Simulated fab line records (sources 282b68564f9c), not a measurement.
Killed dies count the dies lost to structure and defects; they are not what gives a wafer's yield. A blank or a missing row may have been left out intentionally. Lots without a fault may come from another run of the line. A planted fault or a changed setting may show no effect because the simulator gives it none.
Tool commonality check | flow rit-cmos | Sampled: 15 lots, 45 wafers

WHY THIS WAS OPENED
RIT_NSD_TW_MEAS_10, reading NSD_TW: flagged on 3 of 15 lots. Wafers without a fault read 3123, standard deviation 21.
Rule: a lot is flagged in two cases, either no wafer of it has a number, or all its wafers with numbers fall more than 4 standard deviations from that mean. The rest of the lots are taken to be sound.

lot  | measured    | on            | NSD_TW, wafer by wafer | flag
L125 | day 3 07:35 | film-metro-03 | 3093 3112 3102         |
L126 | day 3 08:40 | film-metro-03 | 3123 3107 3115         |
L127 | day 3 21:14 | film-metro-03 | 3121 3119 3118         |
L129 | day 4 07:26 | film-metro-03 | 3133 3136 3129         |
L130 | day 4 13:30 | film-metro-03 | 3124 3115 3150         |
L131 | day 4 20:26 | film-metro-01 | 3161 3139 3156         |
L133 | day 4 22:25 | film-metro-03 | 3132 3136 3124         |
L132 | day 4 22:56 | film-metro-03 | 3134 3131 3126         |
L135 | day 5 07:44 | film-metro-04 | 3097 3107 3095         |
L136 | day 5 14:14 | film-metro-01 | 2866 2864 2854         | FLAGGED
L137 | day 5 16:22 | film-metro-03 | 2839 2834 2799         | FLAGGED
L141 | day 6 10:41 | film-metro-04 | 2823 2852 2826         | FLAGGED
L144 | day 7 09:12 | film-metro-03 | 3106 3084 3082         |
L146 | day 7 12:41 | film-metro-03 | 3101 3107 3111         |
L148 | day 8 03:52 | film-metro-01 | 3151 3146 3164         |
The mean of the flagged lots' numbers is 2840, -283 from the usual (-13 standard deviations).

EACH LOT AND THE TOOL IT RAN ON
The record holds 1 process step before the reading, out of a route of 202 steps. Read each cell as the tool, then ch plus the chambers that the sampled wafers visited, then the start.
lot  | flag    | RIT_NSD_IMPLANT_08
L125 |         | implanter-03 ch 0, day 3 07:17
L126 |         | implanter-01 ch 0, day 3 08:20
L127 |         | implanter-01 ch 0, day 3 20:55
L129 |         | implanter-03 ch 0, day 4 07:07
L130 |         | implanter-03 ch 0, day 4 13:11
L131 |         | implanter-03 ch 0, day 4 20:08
L133 |         | implanter-01 ch 0, day 4 22:05
L132 |         | implanter-03 ch 0, day 4 22:36
L135 |         | implanter-03 ch 0, day 5 07:27
L136 | FLAGGED | implanter-03 ch 0, day 5 13:55
L137 | FLAGGED | implanter-03 ch 0, day 5 16:04
L141 | FLAGGED | implanter-03 ch 0, day 6 10:23
L144 |         | implanter-01 ch 0, day 7 08:52
L146 |         | implanter-02 ch 0, day 7 12:22
L148 |         | implanter-01 ch 0, day 8 03:34
What these steps do:
- RIT_NSD_IMPLANT_08
- RIT_NSD_TW_MEAS_10

FLAGGED OVER TOTAL, TOOL BY TOOL (the gauges that took the reading come last)
step               | tool          | lots run | flagged | share of the flagged lots | sound lots run after its first flagged lot
RIT_NSD_IMPLANT_08 | implanter-01  | 5        | 0       | none                      | -
RIT_NSD_IMPLANT_08 | implanter-02  | 1        | 0       | none                      | -
RIT_NSD_IMPLANT_08 | implanter-03  | 9        | 3       | all                       | 0
RIT_NSD_TW_MEAS_10 | film-metro-01 | 3        | 1       | some                      | 1 (L148)
RIT_NSD_TW_MEAS_10 | film-metro-03 | 10       | 1       | some                      | 2 (L144,L146)
RIT_NSD_TW_MEAS_10 | film-metro-04 | 2        | 1       | some                      | 0

WHAT IS ALLOWED BY THE TABLE
1 row of the table ran every flagged lot: implanter-03 at RIT_NSD_IMPLANT_08.
- implanter-03 at RIT_NSD_IMPLANT_08: 3 of its 9 lots flagged. Its last sound lot is L135 (day 5 07:27), its first flagged lot L136 (day 5 13:55): a fault that began between those two fits. Its own readings lie more than 4 standard deviations out on every wafer of the flagged lots: beam-energy-keV.
implanter-03 at RIT_NSD_IMPLANT_08 is the single tool remaining.

WHAT THE SIMULATOR HAD PUT IN
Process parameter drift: implanter-03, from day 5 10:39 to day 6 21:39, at RIT_NSD_IMPLANT_08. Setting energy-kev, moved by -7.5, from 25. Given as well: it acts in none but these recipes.
Shown lots that were struck: L136, L137, L141. The same result came from the rule above.
